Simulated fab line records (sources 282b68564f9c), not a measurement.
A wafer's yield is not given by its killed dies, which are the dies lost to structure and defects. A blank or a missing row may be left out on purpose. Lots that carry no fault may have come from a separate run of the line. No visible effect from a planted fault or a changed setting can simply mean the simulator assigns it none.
fab line records + flow rit-cmos
[record]
- lots = 7
- wafers = 21
- last-day = 7
route steps=202 shown NSD@133 PSD@142 M1@202
lots that met no fault: from a run of the same line without faults
start-h: the number of hours between the record's first day and the start of the first shown wafer of the lot + wait-h: hours since the lot's step before + " same as the row above + L1.1+2: a single row standing in for several wafers + - no value, or no start was given + * or withheld: withheld + < > ~ a bound
route shown NAME@n: NAME is a module with steps in the file, n the number in the route of the first one + usual: mean and standard deviation over wafers with no fault + same: alike in all rows + chamber/n: place in a boat + sites: readings site by site + _std_site: how widely they spread, as a standard deviation + _edge_site: inner sites' mean taken away from outer sites' mean + radius-mm: for every site, how far away it sits from the centre of the wafer + mask NAME#n: copy n + behind: the tool/chamber that last shaped the wafer + hold: why the lot went on hold/how many hours it stayed there/how the hold came to an end + device: transistor that didn't switch, given as n, p or np + end of line: the same wafers' tests at the end of the route + for a step that has no rows: nothing shown but its recipe + killed: the dies lost at the first sort to structure and to defects; this is not the yield of the wafer + map: a wafer's dies, x killed, . not, _ none there
set.NAME: setting as actually run; set.NAME@STEP: the setting as run at that earlier step + model.NAME: the simulator's own value behind a step, which no gauge read
lots at some steps of the route; a table a step, a row a wafer
services: a tool's chamber out of use, with start hour (start-h, from the record's first day; less than 0 if before it), hours out, and reason
[[steps]]
[step RIT_NSD_SOFTBAKE_02]
[recipe]
- resist = NOVOLAK
- temp-c = 90
- time-s = 60
[step RIT_NSD_EXPOSE_03]
[recipe]
- mask-id = M9
- na = 0.57
- target-cd-nm = 40700
- dose-mj = 250
[step RIT_NSD_PEB_04]
[recipe]
- resist = NOVOLAK
- temp-c = withheld
- time-s = withheld
[step RIT_NSD_DEVELOP_05]
[recipe]
- resist = NOVOLAK
- develop-time-s = 50
- dev-temp-c = 23
[step RIT_NSD_OVL_MEAS_06]
[usual]
- NSD_OVL = -1.5/2
| lot.wafer | tool       | chamber | start-h | wait-h | NSD_OVL[nm] |
|-----------|------------|---------|---------|--------|-------------|
| L901.3    | overlay-02 | -       | 58.43   | -      | -3.8        |
| L901.4    | "          | -       | "       | "      | -1.3        |
| L901.6    | "          | -       | "       | "      | -0.7        |
| L905.3    | overlay-02 | -       | 76.02   | -      | -1.4        |
| L905.4    | "          | -       | "       | "      | 0.3         |
| L905.5    | "          | -       | "       | "      | -1.7        |
| L908.2    | overlay-02 | -       | 92.70   | -      | -3.5        |
| L908.3    | "          | -       | "       | "      | -3.7        |
| L908.6    | "          | -       | "       | "      | -3.6        |
| L909.2    | overlay-02 | -       | 96.79   | -      | 0.1         |
| L909.4    | "          | -       | "       | "      | 0.4         |
| L909.6    | "          | -       | "       | "      | -1.1        |
| L915.1    | overlay-02 | -       | 126.72  | -      | -1.6        |
| L915.5    | "          | -       | "       | "      | 0.7         |
| L915.6    | "          | -       | "       | "      | -0.6        |
| L920.1    | overlay-01 | -       | 153.72  | -      | -4.6        |
| L920.5    | "          | -       | "       | "      | -3.2        |
| L920.6    | "          | -       | "       | "      | -3.5        |
| L921.2    | overlay-02 | -       | 158.98  | -      | -1.4        |
| L921.3    | "          | -       | "       | "      | -1.4        |
| L921.6    | "          | -       | "       | "      | -1.1        |
[step RIT_NSD_HARDBAKE_07]
[recipe]
- resist = NOVOLAK
- temp-c = 140
- time-s = 60
[step RIT_NSD_IMPLANT_08]
[recipe]
- species = P
- energy-kev = 25
- dose-cm2 = 1e+15
- tilt-deg = 7
[step RIT_NSD_STRIP_09]
[recipe]
- chemistry = O2
- time-s = 180
- resist = NOVOLAK
- platen-temp-c = withheld
- power-w = 500
- pressure-mtorr = 4000
- o2-flow-sccm = 4000
[usual]
- drypump-motor-current-A = 5.6/0.4
| lot.wafer | tool            | chamber | start-h | wait-h | drypump-motor-current-A | rf-hours-counter-h |
|-----------|-----------------|---------|---------|--------|-------------------------|--------------------|
| L901.3    | plasma-asher-01 | 0       | 58.81   | 0.1    | 6.2                     | -                  |
| L901.4    | "               | 1       | "       | "      | 5.8                     | -                  |
| L901.6    | "               | 1       | "       | "      | 5.7                     | -                  |
| L905.3    | plasma-asher-01 | 0       | 76.43   | 0.1    | 6.2                     | -                  |
| L905.4    | "               | 1       | "       | "      | 5.7                     | -                  |
| L905.5    | "               | 1       | "       | "      | 5.8                     | -                  |
| L908.2    | plasma-asher-04 | 1       | 93.03   | 0.1    | 5.1                     | 50                 |
| L908.3    | "               | 1       | "       | "      | 5.0                     | -                  |
| L908.6    | "               | 0       | "       | "      | 5.4                     | -                  |
| L909.2    | plasma-asher-01 | 0       | 97.12   | 0.1    | 6.2                     | 33                 |
| L909.4    | "               | 0       | "       | "      | 6.2                     | -                  |
| L909.6    | "               | 0       | "       | "      | 6.2                     | -                  |
| L915.1    | plasma-asher-04 | 0       | 127.09  | 0.1    | 5.4                     | 55                 |
| L915.5    | "               | 1       | "       | "      | 5.1                     | -                  |
| L915.6    | "               | 0       | "       | "      | 5.4                     | -                  |
| L920.1    | plasma-asher-03 | 0       | 154.06  | 0.1    | 6.0                     | 51                 |
| L920.5    | "               | 1       | "       | "      | 5.5                     | -                  |
| L920.6    | "               | 0       | "       | "      | 5.9                     | -                  |
| L921.2    | plasma-asher-04 | 0       | 159.31  | 0.1    | 5.4                     | 58                 |
| L921.3    | "               | 0       | "       | "      | 5.4                     | -                  |
| L921.6    | "               | 1       | "       | "      | 5.0                     | -                  |
[step RIT_NSD_TW_MEAS_10]
[usual]
- NSD_TW = 3100/16
| lot.wafer | tool          | chamber | start-h | wait-h | NSD_TW |
|-----------|---------------|---------|---------|--------|--------|
| L901.3    | film-metro-04 | -       | 58.95   | 0.1    | 3121   |
| L901.4    | "             | -       | "       | "      | 3107   |
| L901.6    | "             | -       | "       | "      | 3085   |
| L905.3    | film-metro-02 | -       | 76.56   | 0.1    | 3121   |
| L905.4    | "             | -       | "       | "      | 3104   |
| L905.5    | "             | -       | "       | "      | 3104   |
| L908.2    | film-metro-03 | -       | 93.22   | 0.1    | 3112   |
| L908.3    | "             | -       | "       | "      | 3109   |
| L908.6    | "             | -       | "       | "      | 3109   |
| L909.2    | film-metro-03 | -       | 97.31   | 0.1    | 3098   |
| L909.4    | "             | -       | "       | "      | 3117   |
| L909.6    | "             | -       | "       | "      | 3111   |
| L915.1    | film-metro-03 | -       | 127.26  | 0.1    | 3094   |
| L915.5    | "             | -       | "       | "      | 3105   |
| L915.6    | "             | -       | "       | "      | 3103   |
| L920.1    | film-metro-02 | -       | 154.23  | 0.1    | 3066   |
| L920.5    | "             | -       | "       | "      | 3068   |
| L920.6    | "             | -       | "       | "      | 3070   |
| L921.2    | film-metro-03 | -       | 159.49  | 0.1    | 3105   |
| L921.3    | "             | -       | "       | "      | 3117   |
| L921.6    | "             | -       | "       | "      | 3103   |
[step RIT_PSD_HMDS_00]
[recipe]
- prime-time-s = 60
- prime-temp-c = 140
[step RIT_PSD_COAT_01]
[recipe]
- resist = NOVOLAK
- spin-rpm = 3318
- resist-thk-nm = 1000
[step RIT_PSD_SOFTBAKE_02]
[recipe]
- resist = NOVOLAK
- temp-c = 90
- time-s = 60
[step RIT_PSD_EXPOSE_03]
[recipe]
- mask-id = M10
- na = 0.57
- target-cd-nm = 40900
- dose-mj = 250
| lot.wafer  | tool             | chamber | start-h | wait-h | mask  | model.PSD.overlay-x-nm |
|------------|------------------|---------|---------|--------|-------|------------------------|
| L901.3+4+6 | iline-stepper-01 | 0       | 59.60   | 0.2    | M10#0 | -1.339                 |
| L905.3+4+5 | iline-stepper-01 | 0       | 77.28   | 0.2    | M10#0 | -149.8                 |
| L908.2+3+6 | iline-stepper-01 | 0       | 93.86   | 0.2    | M10#0 | -149.3                 |
| L909.2+4+6 | iline-stepper-01 | 0       | 97.83   | 0.1    | M10#0 | -151.9                 |
| L915.1+5+6 | iline-stepper-02 | 0       | 127.77  | 0.1    | M10#0 | -0.7075                |
| L920.1+5+6 | iline-stepper-02 | 0       | 154.95  | 0.2    | M10#0 | -1.572                 |
| L921.2+3+6 | iline-stepper-02 | 0       | 160.01  | 0.1    | M10#0 | 2.529                  |
[step RIT_PSD_PEB_04]
[recipe]
- resist = NOVOLAK
- temp-c = withheld
- time-s = withheld
[step RIT_PSD_DEVELOP_05]
[recipe]
- resist = NOVOLAK
- develop-time-s = 50
- dev-temp-c = 23
[step RIT_PSD_OVL_MEAS_06]
[usual]
- PSD_OVL = -0.6/1.1
| lot.wafer | tool       | chamber | start-h | wait-h | PSD_OVL[nm] |
|-----------|------------|---------|---------|--------|-------------|
| L901.3    | overlay-02 | -       | 59.98   | -      | -1.7        |
| L901.4    | "          | -       | "       | "      | -1.4        |
| L901.6    | "          | -       | "       | "      | -2.2        |
| L905.3    | overlay-01 | -       | 77.65   | -      | -150.3      |
| L905.4    | "          | -       | "       | "      | -151.6      |
| L905.5    | "          | -       | "       | "      | -150.0      |
| L908.2    | overlay-01 | -       | 94.25   | -      | -149.7      |
| L908.3    | "          | -       | "       | "      | -149.9      |
| L908.6    | "          | -       | "       | "      | -151.3      |
| L909.2    | overlay-02 | -       | 98.21   | -      | -152.0      |
| L909.4    | "          | -       | "       | "      | -152.8      |
| L909.6    | "          | -       | "       | "      | -151.8      |
| L915.1    | overlay-01 | -       | 128.17  | -      | -1.8        |
| L915.5    | "          | -       | "       | "      | -0.5        |
| L915.6    | "          | -       | "       | "      | -2.2        |
| L920.1    | overlay-01 | -       | 155.35  | -      | -1.7        |
| L920.5    | "          | -       | "       | "      | -1.5        |
| L920.6    | "          | -       | "       | "      | -2.7        |
| L921.2    | overlay-02 | -       | 160.40  | -      | 0.7         |
| L921.3    | "          | -       | "       | "      | 0.2         |
| L921.6    | "          | -       | "       | "      | 1.0         |
[step RIT_PSD_HARDBAKE_07]
[recipe]
- resist = NOVOLAK
- temp-c = 139.5
- time-s = 60
[step RIT_M1_PROBE_99]
[usual]
- killed-at-front-end = 7/3
- killed-dies = 7/3
- killed-open = 3.2/1.8
- killed-short = 3.5/2.1
[same]
- gross-dies = 264
- killed_at_M0_to_M3 = 0
- killed_at_M4_up = 0
- killed-at-back-side = 0
- killed-at-contacts = 0
- killed-at-other = 0
| lot.wafer | tool      | chamber | start-h | wait-h | killed-at-front-end | killed-dies | killed-open | killed-short | model.etest.select-edge-diode-p.leak-log10-a |
|-----------|-----------|---------|---------|--------|---------------------|-------------|-------------|--------------|----------------------------------------------|
| L901.3    | prober-01 | -       | 68.64   | 0.2    | 5                   | 5           | 1           | 4            | -10.53                                       |
| L901.4    | prober-01 | -       | 68.69   | 0.2    | 5                   | 5           | 3           | 2            | -10.36                                       |
| L901.6    | prober-01 | -       | 68.79   | 0.2    | 3                   | 3           | 3           | 0            | -10.21                                       |
| L905.3    | prober-02 | -       | 86.10   | 0.2    | 10                  | 10          | 7           | 3            | -9.888                                       |
| L905.4    | prober-02 | -       | 86.15   | 0.2    | 7                   | 7           | 3           | 4            | -9.579                                       |
| L905.5    | prober-02 | -       | 86.20   | 0.2    | 12                  | 12          | 5           | 7            | -9.851                                       |
| L908.2    | prober-01 | -       | 102.71  | 0.1    | 3                   | 3           | 1           | 2            | -9.953                                       |
| L908.3    | prober-01 | -       | 102.76  | 0.2    | 11                  | 11          | 5           | 6            | -9.917                                       |
| L908.6    | prober-01 | -       | 102.91  | 0.2    | 8                   | 8           | 6           | 2            | -10.03                                       |
| L909.2    | prober-02 | -       | 107.14  | 0.1    | 4                   | 4           | 3           | 1            | -9.264                                       |
| L909.4    | prober-02 | -       | 107.24  | 0.2    | 7                   | 7           | 3           | 4            | -9.437                                       |
| L909.6    | prober-02 | -       | 107.34  | 0.2    | 2                   | 2           | 0           | 2            | -9.146                                       |
| L915.1    | prober-02 | -       | 139.31  | 0.1    | 4                   | 4           | 2           | 2            | -10.51                                       |
| L915.5    | prober-02 | -       | 139.51  | 0.2    | 7                   | 7           | 5           | 2            | -10.68                                       |
| L915.6    | prober-02 | -       | 139.56  | 0.2    | 4                   | 4           | 1           | 3            | -10.46                                       |
| L920.1    | prober-01 | -       | 163.72  | 0.1    | 6                   | 6           | 3           | 3            | -10.49                                       |
| L920.5    | prober-01 | -       | 163.92  | 0.2    | 4                   | 4           | 2           | 2            | -10.43                                       |
| L920.6    | prober-01 | -       | 163.97  | 0.2    | 5                   | 5           | 2           | 3            | -10.39                                       |
| L921.2    | prober-02 | -       | 169.04  | 0.1    | 3                   | 3           | 1           | 2            | -10.44                                       |
| L921.3    | prober-02 | -       | 169.09  | 0.2    | 6                   | 6           | 3           | 3            | -10.52                                       |
| L921.6    | prober-02 | -       | 169.24  | 0.2    | 5                   | 5           | 3           | 2            | -10.44                                       |
// killed by level:class
L901.3 SPACER:geometric-particle:short=3 REOX:geometric-particle:short=1 SILICIDE:geometric-particle:open=1
L901.4 GATE:geometric-particle:open=3 GATE:geometric-particle:short=1 SPACER:geometric-particle:short=1
L901.6 SPACER:geometric-particle:open=2 SILICIDE:geometric-particle:open=1
L905.3 GATE:geometric-particle:open=3 GATE:geometric-particle:short=2 FOX1:geometric-particle:open=1 FOX2:geometric-particle:open=1 REOX:geometric-particle:open=1 SILICIDE:geometric-particle:open=1 SILICIDE:geometric-particle:short=1
L905.4 GATE:geometric-particle:short=3 REOX:geometric-particle:open=2 SILICIDE:geometric-particle:short=1 SILICIDE:geometric-particle:open=1
L905.5 GATE:geometric-particle:open=2 GATE:geometric-particle:short=2 SPACER:geometric-particle:short=2 FOX1:geometric-particle:open=1 FOX1:geometric-particle:short=1 FOX2:geometric-particle:short=1 REOX:geometric-particle:short=1 SPACER:geometric-particle:open=1
L908.2 GATE:geometric-particle:short=2 SPACER:geometric-particle:open=1
L908.3 GATE:geometric-particle:short=4 GATE:geometric-particle:open=3 SILICIDE:geometric-particle:open=2 FOX1:geometric-particle:short=1 SPACER:geometric-particle:short=1
L908.6 GATE:geometric-particle:open=3 FOX2:geometric-particle:open=2 FOX1:geometric-particle:short=1 SPACER:geometric-particle:open=1 SILICIDE:geometric-particle:short=1
L909.2 FOX1:geometric-particle:open=2 FOX1:geometric-particle:short=1 SILICIDE:geometric-particle:open=1
L909.4 FOX1:geometric-particle:short=2 FOX1:geometric-particle:open=1 FOX2:geometric-particle:open=1 FOX2:geometric-particle:short=1 REOX:geometric-particle:open=1 SILICIDE:geometric-particle:short=1
L909.6 GATE:geometric-particle:short=1 SPACER:geometric-particle:short=1
L915.1 FOX1:geometric-particle:short=1 FOX2:geometric-particle:open=1 GATE:geometric-particle:short=1 SILICIDE:geometric-particle:open=1
L915.5 FOX1:geometric-particle:open=2 REOX:geometric-particle:open=2 FOX1:geometric-particle:short=1 REOX:geometric-particle:short=1 SILICIDE:geometric-particle:open=1
L915.6 SILICIDE:geometric-particle:short=2 GATE:geometric-particle:open=1 REOX:geometric-particle:short=1
L920.1 GATE:geometric-particle:open=2 FOX2:geometric-particle:open=1 FOX2:geometric-particle:short=1 GATE:geometric-particle:short=1 REOX:geometric-particle:short=1
L920.5 FOX1:geometric-particle:short=1 FOX2:geometric-particle:open=1 GATE:geometric-particle:short=1 REOX:geometric-particle:open=1
L920.6 FOX1:geometric-particle:open=2 SPACER:geometric-particle:short=2 FOX1:geometric-particle:short=1
L921.2 GATE:geometric-particle:open=1 SPACER:geometric-particle:short=1 SILICIDE:geometric-particle:short=1
L921.3 REOX:geometric-particle:open=2 SPACER:geometric-particle:short=2 FOX2:geometric-particle:open=1 SILICIDE:geometric-particle:short=1
L921.6 SPACER:geometric-particle:open=2 FOX1:geometric-particle:short=1 FOX2:geometric-particle:open=1 SILICIDE:geometric-particle:short=1
[[services]]
| tool             | chamber | start-h | hours | kind   |
|------------------|---------|---------|-------|--------|
| plasma-asher-03  | -       | 60.21   | 2.8   | pm     |
| iline-stepper-01 | -       | 73.18   | 1.7   | pm     |
| plasma-asher-03  | -       | 81.50   | 28.1  | pm     |
| iline-stepper-02 | -       | 98.88   | 1.7   | pm     |
| plasma-asher-03  | -       | 131.59  | 9.1   | repair |
| iline-stepper-01 | -       | 132.08  | 9.8   | repair |
[[key]]
[first-sign]
- step = RIT_PSD_OVL_MEAS_06
- reading = PSD_OVL
- direction = down
- sigmas = 99+
- usual = -0.6
- struck = -151.1
effect none on later readings
[model-effect]
- step = RIT_PSD_EXPOSE_03
- value = PSD.overlay-x-nm
- without = -0.3282
- struck = -150.3
[model-effect]
- step = RIT_M1_PROBE_99
- value = etest.select-edge-diode-p.leak-log10-a
- without = -10.38
- struck = -9.674
met-at RIT_PSD_EXPOSE_03
struck-wafers L905.3,L905.4,L905.5,L908.2,L908.3,L908.6,L909.2,L909.4,L909.6
tester-left-out L905,L908,L909
onset-between 59.60 77.28
[fault]
- kind = scanner-matching-overlay
- tool = iline-stepper-01
- chamber = -
- onset-h = 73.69
- steps = RIT_PSD_EXPOSE_03
- offset = -150
// tester-left-out: of these lots the tester's yield and bins aren't shown, on N5 and GAA mostly nor the transistor test; their killed dies are dies lost to structure and defects alone, not to doping, threshold or leakage, so they don't give the yield
